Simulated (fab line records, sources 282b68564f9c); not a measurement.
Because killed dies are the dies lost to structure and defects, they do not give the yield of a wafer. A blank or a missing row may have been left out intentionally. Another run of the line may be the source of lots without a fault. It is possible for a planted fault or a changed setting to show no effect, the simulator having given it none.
Chamber matching | flow rit-cmos | RIT_GATE_ETCH_19 on rie-si-02 has 4 sister chambers
The step etches poly-Si in SF6/CHF3/O2, stops on SiO2, time 165 s, target depth 312.5 nm. 8 wafers are shown with their chamber, then 7 later ones without.

EACH WAFER AND ITS CHAMBER
wafer  | chamber | throttle-valve-pct (%) | oes-product-au (a.u.)
L659.6 | 1       | 10.13                  | 0.871
L661.2 | 2       | 10.36                  | 0.813
L661.5 | 2       | 10.35                  | 0.814
L663.3 | 3       | 10.36                  | 0.847
L663.5 | 0       | 10.22                  | 0.876
L663.6 | 3       | 10.37                  | 0.840
L669.2 | 0       | 10.22                  | 0.877
L669.4 | 1       | 10.15                  | 0.874

WAFERS WITH NO CHAMBER GIVEN
wafer  | throttle-valve-pct (%) | oes-product-au (a.u.)
L669.5 | 10.21                  | 0.878
L673.2 | 10.13                  | 0.871
L673.3 | 10.35                  | 0.820
L673.6 | 10.35                  | 0.826
L679.1 | 10.23                  | 0.883
L679.4 | 10.38                  | 0.850
L679.6 | 10.20                  | 0.881

EACH ONE'S CHAMBER
wafer  | from the rows above | in truth
L669.5 | 0                   | 0
L673.2 | 1                   | 1
L673.3 | 2                   | 2
L673.6 | 2                   | 2
L679.1 | 0                   | 0
L679.4 | 3                   | 3
L679.6 | 0                   | 0
7 of 7 placed correctly. Can't be placed from these rows: 0. Wrongly placed: 0.
How it was worked out, from the rows above alone: a wafer's distance from a chamber is the root of the sum, over the readings, of the square of ((its reading less the chamber's mean) divided by the reading's scatter). If the next closest chamber is less than 2 further off than the closest, the wafer can't be placed; otherwise it belongs to the closest. The mean given for a chamber averages the wafers shown for that chamber. The scatter: take each reading less its chamber's mean, square it, sum over the shown wafers, divide by the number of wafers less the number of chambers, and take the root.
